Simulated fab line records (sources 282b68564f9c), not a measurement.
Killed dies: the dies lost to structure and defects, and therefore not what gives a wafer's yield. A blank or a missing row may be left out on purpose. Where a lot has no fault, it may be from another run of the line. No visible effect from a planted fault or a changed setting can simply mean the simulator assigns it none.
Which tool was responsible? :: flow rit_cmos :: 14 lots, 42 wafers sampled, at 3 steps of a route of 202

WHAT THE GAUGES SHOWED, per wafer
RIT_SPACER_THK_MEAS_04.
lot: L692
measured: day 3 09:38
on: film_metro-02
SPACER_NITRIDE_THK (nm): 259.1 259.2 257.8

lot: L693
measured: day 3 13:47
on: film_metro-01
SPACER_NITRIDE_THK (nm): 250.6 253.2 252.7

lot: L695
measured: day 4 00:57
on: film_metro-03
SPACER_NITRIDE_THK (nm): 251.6 252.6 250.0

lot: L697
measured: day 4 10:21
on: film_metro-03
SPACER_NITRIDE_THK (nm): 253.4 254.0 252.2

lot: L698
measured: day 4 18:03
on: film_metro-03
SPACER_NITRIDE_THK (nm): 251.6 252.1 251.9

lot: L699
measured: day 5 00:23
on: film_metro-01
SPACER_NITRIDE_THK (nm): 250.9 250.8 249.9

lot: L700
measured: day 5 02:08
on: film_metro-02
SPACER_NITRIDE_THK (nm): 246.3 246.6 245.9

lot: L701
measured: day 5 09:20
on: film_metro-02
SPACER_NITRIDE_THK (nm): 245.7 247.9 246.1

lot: L702
measured: day 5 16:39
on: film_metro-02
SPACER_NITRIDE_THK (nm): 253.8 252.5 251.6

lot: L704
measured: day 5 21:04
on: film_metro-01
SPACER_NITRIDE_THK (nm): 251.4 251.7 251.2

lot: L709
measured: day 7 05:52
on: film_metro-02
SPACER_NITRIDE_THK (nm): 247.5 247.8 248.7

lot: L710
measured: day 7 11:47
on: film_metro-03
SPACER_NITRIDE_THK (nm): 255.3 254.7 253.7

lot: L711
measured: day 7 13:21
on: film_metro-03
SPACER_NITRIDE_THK (nm): 251.1 249.1 251.3

lot: L713
measured: day 8 09:29
on: film_metro-03
SPACER_NITRIDE_THK (nm): 252.2 254.0 252.3

TOOL THAT RAN EACH LOT (tool first, then ch and the chambers of the sampled wafers, then the start)
lot: L692
RIT_NRETRO_STRIP_09: plasma_asher-01 ch 0,1, day 2 16:52
RIT_PLDD_STRIP_09: plasma_asher-03 ch 0,1, day 3 07:05

lot: L693
RIT_NRETRO_STRIP_09: plasma_asher-01 ch 0,1, day 2 22:19
RIT_PLDD_STRIP_09: plasma_asher-01 ch 1, day 3 11:15

lot: L695
RIT_NRETRO_STRIP_09: plasma_asher-04 ch 0,1, day 3 08:44
RIT_PLDD_STRIP_09: plasma_asher-03 ch 0,1, day 3 21:56

lot: L697
RIT_NRETRO_STRIP_09: plasma_asher-03 ch 0,1, day 3 18:01
RIT_PLDD_STRIP_09: plasma_asher-03 ch 1, day 4 07:49

lot: L698
RIT_NRETRO_STRIP_09: plasma_asher-04 ch 0,1, day 3 22:56
RIT_PLDD_STRIP_09: plasma_asher-04 ch 0,1, day 4 15:31

lot: L699
RIT_NRETRO_STRIP_09: plasma_asher-04 ch 0,1, day 4 03:54
RIT_PLDD_STRIP_09: plasma_asher-03 ch 0,1, day 4 20:26

lot: L700
RIT_NRETRO_STRIP_09: plasma_asher-04 ch 0,1, day 4 09:59
RIT_PLDD_STRIP_09: plasma_asher-04 ch 0,1, day 4 23:37

lot: L701
RIT_NRETRO_STRIP_09: plasma_asher-03 ch 0,1, day 4 14:30
RIT_PLDD_STRIP_09: plasma_asher-01 ch 1, day 5 06:49

lot: L702
RIT_NRETRO_STRIP_09: plasma_asher-01 ch 0,1, day 4 20:28
RIT_PLDD_STRIP_09: plasma_asher-03 ch 0,1, day 5 14:06

lot: L704
RIT_NRETRO_STRIP_09: plasma_asher-01 ch 0,1, day 5 04:09
RIT_PLDD_STRIP_09: plasma_asher-04 ch 0,1, day 5 18:32

lot: L709
RIT_NRETRO_STRIP_09: plasma_asher-03 ch 0, day 6 09:22
RIT_PLDD_STRIP_09: plasma_asher-01 ch 0,1, day 7 03:19

lot: L710
RIT_NRETRO_STRIP_09: plasma_asher-01 ch 0,1, day 6 14:07
RIT_PLDD_STRIP_09: plasma_asher-01 ch 0,1, day 7 09:19

lot: L711
RIT_NRETRO_STRIP_09: plasma_asher-01 ch 0,1, day 6 15:46
RIT_PLDD_STRIP_09: plasma_asher-04 ch 0,1, day 7 09:37

lot: L713
RIT_NRETRO_STRIP_09: plasma_asher-03 ch 0,1, day 7 05:27
RIT_PLDD_STRIP_09: plasma_asher-04 ch 0,1, day 8 06:58
- RIT_NRETRO_STRIP_09: strips in O2, time 180 s.
- RIT_PLDD_STRIP_09: strips in O2, time 180 s.

AS READ BY THE TOOLS THEMSELVES (means over the sampled wafers that have a number; for cases with no such wafer, the mark the record gives instead)
RIT_NRETRO_STRIP_09.
lot: L692
tool: plasma_asher-01
drypump_motor_current_A (A): 6.1

lot: L693
tool: plasma_asher-01
drypump_motor_current_A (A): 5.5

lot: L695
tool: plasma_asher-04
drypump_motor_current_A (A): 5.9

lot: L697
tool: plasma_asher-03
drypump_motor_current_A (A): 5.4

lot: L698
tool: plasma_asher-04
drypump_motor_current_A (A): 5.9

lot: L699
tool: plasma_asher-04
drypump_motor_current_A (A): 5.8

lot: L700
tool: plasma_asher-04
drypump_motor_current_A (A): 5.8

lot: L701
tool: plasma_asher-03
drypump_motor_current_A (A): 5.4

lot: L702
tool: plasma_asher-01
drypump_motor_current_A (A): 5.5

lot: L704
tool: plasma_asher-01
drypump_motor_current_A (A): 6.1

lot: L709
tool: plasma_asher-03
drypump_motor_current_A (A): 5.3

lot: L710
tool: plasma_asher-01
drypump_motor_current_A (A): 6.1

lot: L711
tool: plasma_asher-01
drypump_motor_current_A (A): 6.1

lot: L713
tool: plasma_asher-03
drypump_motor_current_A (A): 5.5

RIT_PLDD_STRIP_09.
lot: L692
tool: plasma_asher-03
drypump_motor_current_A (A): 5.4

lot: L693
tool: plasma_asher-01
drypump_motor_current_A (A): 5.0

lot: L695
tool: plasma_asher-03
drypump_motor_current_A (A): 5.5

lot: L697
tool: plasma_asher-03
drypump_motor_current_A (A): 5.6

lot: L698
tool: plasma_asher-04
drypump_motor_current_A (A): 5.8

lot: L699
tool: plasma_asher-03
drypump_motor_current_A (A): 5.5

lot: L700
tool: plasma_asher-04
drypump_motor_current_A (A): 5.9

lot: L701
tool: plasma_asher-01
drypump_motor_current_A (A): 5.0

lot: L702
tool: plasma_asher-03
drypump_motor_current_A (A): 5.4

lot: L704
tool: plasma_asher-04
drypump_motor_current_A (A): 5.9

lot: L709
tool: plasma_asher-01
drypump_motor_current_A (A): 6.1

lot: L710
tool: plasma_asher-01
drypump_motor_current_A (A): 5.5

lot: L711
tool: plasma_asher-04
drypump_motor_current_A (A): 5.9

lot: L713
tool: plasma_asher-04
drypump_motor_current_A (A): 5.8

THE ANSWER, worked out from the rows above alone
Rule: what is usual is taken from the lots themselves. Put in order of their means at a reading, lots are off if they are a third of the lots or fewer, leave a main group of 4 or more, and stand apart from it by a gap of 3 or more times the standard deviation of the main group's means; of several such gaps the widest counts. A main group is skipped when, at the precision printed for the reading in the tables above, its means are all equal. Also off: a lot with no number at a reading for which 4 or more lots have one. The other lots that the step has rows for count as sound. After the gauges, taken in route order, come the tools' own readings; for these a lot's mean is taken, as printed above. At the first step where some lot is off, the reading lying furthest off is the one used; lots without a number count as furthest.
Across all readings shown, no lot is off: no conclusion can be drawn from this.

WHAT THE SIMULATOR HAD PUT IN
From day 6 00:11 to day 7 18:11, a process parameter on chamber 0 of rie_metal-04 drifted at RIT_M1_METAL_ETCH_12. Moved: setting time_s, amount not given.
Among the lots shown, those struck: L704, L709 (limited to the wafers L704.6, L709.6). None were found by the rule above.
